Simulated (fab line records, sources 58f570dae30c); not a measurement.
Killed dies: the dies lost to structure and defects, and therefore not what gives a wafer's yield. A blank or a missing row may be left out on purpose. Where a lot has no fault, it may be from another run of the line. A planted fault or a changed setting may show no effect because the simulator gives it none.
Split-lot study	flow berkeley cmos170	5 lots, 23 wafers read, on a route of 331 steps

## THE SPLIT ITSELF
At UCB170_CONTACT_COAT_04 (resist thk 900 nm), the setting spin rpm was moved away from the recipe's 1500 rpm on 9 of the 23 wafers read, by -6.1% to +7.1%. For the rest of the wafers, this setting stayed at what the recipe calls for.

Reading taken at the split's own step.

## THE READING
KrF_of_CONTACT_COAT_04.thk nm (the simulator's own value, which no gauge read), in nm, at UCB170_CONTACT_COAT_04 (resist thk 900 nm). The file gives no usual value for it. Here, 14 wafers ran the recipe; their average is 899.0 nm with a standard deviation of 2.2 nm.

wafer	tool, chamber at the split	spin rpm as run, rpm	against the recipe	KrF_of_CONTACT_COAT_04.thk nm, nm	against lot-mates on the recipe
L075.2	litho track-04, 0	1500	recipe	898.3	-
L075.3	litho track-04, 0	1469	-2.1%	907.5	+8.8
L075.4	litho track-04, 0	1500	recipe	898.6	-
L075.5	litho track-04, 0	1500	recipe	899.3	-
L075.6	litho track-04, 0	1469	-2.1%	910.3	+11.6
L078.1	litho track-04, 0	1606	+7.1%	868.3	-28.4
L078.2	litho track-04, 0	1606	+7.1%	867.6	-29.0
L078.4	litho track-04, 0	1500	recipe	896.8	-
L078.5	litho track-04, 0	1500	recipe	896.5	-
L078.6	litho track-04, 0	1606	+7.1%	867.3	-29.4
L079.1	litho track-01, 0	1408	-6.1%	926.1	+28.5
L079.3	litho track-01, 0	1408	-6.1%	928.4	+30.8
L079.4	litho track-01, 0	1500	recipe	896.5	-
L079.5	litho track-01, 0	1500	recipe	898.4	-
L079.6	litho track-01, 0	1500	recipe	897.9	-
L080.2	litho track-01, 0	1500	recipe	897.3	-
L080.4	litho track-01, 0	1500	recipe	899.7	-
L080.6	litho track-01, 0	1500	recipe	898.7	-
L085.2	litho track-04, 0	1569	+4.6%	880.1	-22.7
L085.3	litho track-04, 0	1500	recipe	901.3	-
L085.4	litho track-04, 0	1569	+4.6%	881.5	-21.3
L085.5	litho track-04, 0	1500	recipe	904	-
L085.6	litho track-04, 0	1500	recipe	903.1	-

FIT RESULTS
A straight line over all 23 wafers: KrF_of_CONTACT_COAT_04.thk nm changes by -4.43 nm for each +1% of spin rpm; r = -0.99; the points scatter about the line by 2 nm.
The same after taking each lot's own level away (the mean of its wafers on the recipe; 23 wafers): -4.45 nm for each +1%; r = -1.00; scatter 1.5 nm.
According to that fit, moving spin rpm by its largest amount changes the reading by 31 nm.
From 896.65 to 902.80 nm: that is the span of the lots' own levels, equal to 2.7 times the standard deviation above.
Hence the lot-to-lot level has little effect on the slope; both slopes agree.
Check: with one of the wafers moved furthest among these (+7.1%) left out of the fit, the line predicts -31.6 nm for it against its lot-mates. It came out at -28.4 nm against them.

## OTHER SPLITS APPLIED TO THESE WAFERS
Before the reading, these wafers also passed through other splits. Each is held against what the fit with the lots' levels taken away leaves over:
other split on the same wafers	wafers away from the commonest value	r with KrF_of_CONTACT_COAT_04.thk nm (lot level and that fit taken away)
UCB170_START_OXIDATION_02 ox time s	15	-0.32
UCB170_GATE_COAT_07 spin rpm	9	-0.15
UCB170_GATE_DEVELOP_11 develop time s	10	-0.19
UCB170_PLDD_EXPOSE_03 dose mj	10	-0.45
UCB170_NSD_EXPOSE_03 dose mj	5	-0.21
UCB170_SILICIDE_SPUTTER_01 power w	5	+0.10

## THE WHOLE CHAIN: every reading that the file lists as answering this split, in the file's order
step	what it does	reading	change (the file's fit)	r (the file's)
UCB170_CONTACT_COAT_04	resist thk 900 nm	KrF_of_CONTACT_COAT_04.thk nm (the simulator's own value, which no gauge read)	-4.49 nm for each +1% of the setting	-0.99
UCB170_CONTACT_STRIP_06	strips in O2	strip time to endpoint s	withheld for each +1% of the setting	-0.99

## THE FILE'S OWN FIT
KrF_of_CONTACT_COAT_04.thk nm changes by -4.49 nm for each +1% of spin rpm, r = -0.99.
